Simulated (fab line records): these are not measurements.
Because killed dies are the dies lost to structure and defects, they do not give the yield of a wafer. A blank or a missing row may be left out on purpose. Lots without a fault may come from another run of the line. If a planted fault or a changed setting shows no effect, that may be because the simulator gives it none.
Comparing a struck lot with a sound one | flow rit-cmos | 10 out of 202 route steps
Sound: wafers L688.2, L688.5, L688.6. Struck: wafers L702.2, L702.3, L702.4. The cause is named last.
For every step that has rows: the tool of each side, followed by ch and its chambers, followed by its first start. Under that, the readings that differ: sound wafers | struck wafers | difference of the means | sigmas: that difference in standard deviations of wafers without a fault.
alike: readings with means less than 2 such deviations apart, plus words and numbers identical on both sides. not compared: withheld readings, readings lacking a value on some wafer, bounds such as >300 that could conceal the same value, and numbers that have no deviation in the record and whose values overlap.
Wherever a step has rows on one side only, a row that says differs or no value, or a row with sigmas, the two part there. Numbers that have no deviation but don't overlap get no sigmas and don't part them. A reading missing from all wafers of one side parts the sides only when that side holds two or more wafers.

RIT_ACTIVE_BOW_MEAS_00:
  struck on film-metro-04, day 4 13:01; sound on film-metro-02, day 1 15:01
  alike: INCOMING_BOW
then, 1 step without rows for these wafers: RIT_ACTIVE_OXIDATION_01 (target thk 46.8 nm, ox time 3360 s).
RIT_ACTIVE_THK_MEAS_02:
  struck on film-metro-03, day 4 15:46; sound on film-metro-04, day 1 17:24
  alike: ACTIVE_OXIDE_THK
then, 1 step without rows for these wafers: RIT_ACTIVE_CVD_03 (deposits Si3N4 from SiH2Cl2/NH3, target thk 150 nm, time 1500 s).
RIT_ACTIVE_THK_MEAS_04:
  struck on film-metro-03, day 4 17:56; sound on film-metro-02, day 1 19:08
  alike: ACTIVE_NITRIDE_THK
then, 2 steps without rows for these wafers: RIT_ACTIVE_HMDS_05 (prime time 60 s); RIT_ACTIVE_COAT_06 (resist thk 1000 nm).
RIT_ACTIVE_SOFTBAKE_07: time 60 s.
  sound on litho-track-02 ch 0, day 1 19:40; struck on litho-track-02 ch 0, day 4 18:19
  reading                  | sound             | struck            | difference | sigmas
  heater-power-total-W (W) | 34.56 34.50 34.52 | 33.98 34.04 34.04 | -0.51      | -10
  plate-temp-C (C)         | 89.90 90.06 90.03 | 88.77 88.51 88.99 | -1.24      | -8
  alike: exhaust-pa
then, 1 step without rows for these wafers: RIT_ACTIVE_EXPOSE_08 (exposes mask M1, target cd 1400 nm).
RIT_M1_PROBE_99:
  struck on prober-01, day 6 12:52; sound on prober-02, day 3 15:37
  alike: killed-at-front-end, killed-dies, killed-open, killed-short

== WHERE THEY PART ==
RIT_ACTIVE_SOFTBAKE_07 only, going by this record. Later steps at which nothing parts them and some readings are alike: RIT_M1_PROBE_99.

WHY: what had been put in by the simulator
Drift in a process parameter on litho-track-02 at RIT_ACTIVE_SOFTBAKE_07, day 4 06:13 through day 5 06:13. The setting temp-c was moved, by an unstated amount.
